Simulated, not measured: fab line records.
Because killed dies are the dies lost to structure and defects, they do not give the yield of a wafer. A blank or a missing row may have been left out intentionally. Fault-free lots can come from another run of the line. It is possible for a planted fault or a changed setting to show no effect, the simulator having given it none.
Comparing a struck lot with a sound one | flow berkeley cmos170 | 16 steps out of a route of 331
Sound: wafers L169.1, L169.3, L169.4. Struck: wafers L175.3, L175.4, L175.6. The cause is given at the end.
Order at every step that has rows: each side's tool, ch and its chambers, its first start. Under that, the readings that differ: sound wafers | struck wafers | difference of the means | sigmas: that difference in standard deviations of wafers without a fault.
alike: a reading whose means differ by less than 2 such deviations, as well as words and numbers matching on both sides. not compared: withheld readings; readings where some wafer has no value; bounds like >300 that might hide an equal value; numbers whose values overlap and for which the record gives no deviation.
Wherever a step has rows on one side only, a row that says differs or no value, or a row with sigmas, the two part there. Numbers that don't overlap but have no deviation are shown without sigmas and don't part them. A reading missing from all wafers of one side parts the sides only when that side holds two or more wafers.

UCB170_CONTACT_STRIP_06: strips in O2.
  sound on plasma asher-01 ch 0,1, day 7 11:00; struck on plasma asher-03 ch 0,1, day 8 01:50
  alike: drypump motor current A, oes product au, strip time to endpoint s
  not compared: rf hours counter h
then, 1 step without rows for these wafers: UCB170_CONTACT_CLEAN_07 (cleans in SPM, time 600 s).
UCB170_CONTACT_RTA_08: time 10 s.
  sound on rtp anneal-01 ch 0, day 7 11:17; struck on rtp anneal-02 ch 0, day 8 02:06
  reading            | sound          | struck         | difference | sigmas
  lamp power pct (%) | 24.8 24.8 24.8 | 27.9 27.9 27.8 | +3.1       | +2
  alike: wafer_temp_C_max
then, 6 steps without rows for these wafers: UCB170_CONTACT_COAT_09; UCB170_CONTACT_COAT_10 (resist thk 900 nm); UCB170_CONTACT_SOFTBAKE_11 (time 60 s); UCB170_CONTACT_EXPOSE_12 (exposes mask CONT, target cd 700 nm); UCB170_CONTACT_PEB_13; UCB170_CONTACT_DEVELOP_14 (develop time 45 s).
UCB170_CONTACT_CD_MEAS_15: the cd target is 700 nm.
  sound: cd sem-02 at day 7 12:54; struck: cd sem-01 at day 8 03:09
  alike: cd nm
UCB170_CONTACT_OVL_MEAS_16:
  sound: overlay-01 at day 7 13:01; struck: overlay-02 at day 8 03:14
  alike: CONTACT_OVL
UCB170_CONTACT_ETCH_17: etches BARC in N2/H2.
  sound on rie diel-03 ch 0,2,3, day 7 13:04; struck on rie diel-03 ch 0,2,3, day 8 03:16
  alike: bias w, chamber pressure mTorr, drypump motor current A, oes product au, throttle valve pct
UCB170_CONTACT_ETCH_18: etches PSG in CHF3/CF4/Ar, stops on TiSi2, target depth 840 nm, time 195 s.
  sound on rie diel-03 ch 0,2,3, day 7 13:00; struck on rie diel-03 ch 0,2,3, day 8 03:00
  no value came back on the struck wafers for any of 6 readings (CHF3_flow_sccm (sccm), cf4 flow sccm (sccm) and others); on the sound wafers CHF3_flow_sccm (sccm) reads 44.96 45.02 44.95
  reading                                  | sound             | struck            | difference | sigmas
  model.KrF_of_CONTACT_COAT_10.thk nm (nm) | 693.7 683.3 688.2 | 882.9 883.5 884.2 | +195.1     |
UCB170_CONTACT_STRIP_19: strips in O2.
  sound on plasma asher-03 ch 0,1, day 7 13:13; struck on plasma asher-03 ch 0,1, day 8 03:28
  alike: drypump motor current A, oes product au
  not compared: rf hours counter h
UCB170_CONTACT_CD_MEAS_90: the cd target is 700 nm.
  sound: cd sem-01 at day 7 13:26; struck: cd sem-02 at day 8 03:34
  reading    | sound             | struck | difference                    | sigmas
  cd nm (nm) | 701.6 703.2 701.4 | - - -  | no value on the struck wafers |
then, 1 step without rows for these wafers: UCB170_CONTACT_CLEAN_20 (cleans in SPM, time 600 s).

WHERE THEY PART
At UCB170_CONTACT_RTA_08 first; at UCB170_CONTACT_CD_MEAS_90 last (within this record only).

WHY: what the simulator had put in
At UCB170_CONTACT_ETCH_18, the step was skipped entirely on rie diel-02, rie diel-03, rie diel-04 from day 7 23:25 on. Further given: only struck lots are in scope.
